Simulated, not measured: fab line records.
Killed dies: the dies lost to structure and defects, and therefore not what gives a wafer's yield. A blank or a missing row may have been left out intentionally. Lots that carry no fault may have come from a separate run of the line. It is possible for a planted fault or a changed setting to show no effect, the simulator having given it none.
The tool behind it: which one? ; flow berkeleyCmos170 ; 7 lots (21 wafers sampled), 1 step of a 331-step route

== WHAT THE GAUGES SHOWED, per wafer ==
UCB170_CONTACT_OVL_MEAS_16.
lot;measured;on;CONTACT_OVL (nm)
L435;day 7 06:40;overlay-01;2 9 5
L436;day 7 16:04;overlay-01;5 -3 -4
L439;day 8 19:43;overlay-01;2 4 1
L444;day 9 20:36;overlay-02;-4 -2 -9
L447;day 10 16:00;overlay-01;3 -3 -2
L451;day 11 11:17;overlay-01;3 3 2
L454;day 11 17:05;overlay-02;2 -7 7

== WHICH TOOL RAN EACH LOT (tool, then ch and the chambers of the sampled wafers, then the start) ==
The record shows no process step preceding these readings.

== THE ANSWER, worked out from the rows above alone ==
Rule: the lots themselves supply what counts as usual. Put in order of their means at a reading, lots are off if they are a third of the lots or fewer, leave a main group of 4 or more, and stand apart from it by a gap of 3 or more times the standard deviation of the main group's means; of several such gaps the widest counts. A main group whose means are all the same, to the digits that the tables above print for the reading, isn't used. Also off: a lot with no number at a reading for which 4 or more lots have one. Where the step has rows for the other lots, those lots are counted as sound.
Across all readings shown, no lot is off: no conclusion can be drawn from this.

== WHAT THE SIMULATOR PUT IN ==
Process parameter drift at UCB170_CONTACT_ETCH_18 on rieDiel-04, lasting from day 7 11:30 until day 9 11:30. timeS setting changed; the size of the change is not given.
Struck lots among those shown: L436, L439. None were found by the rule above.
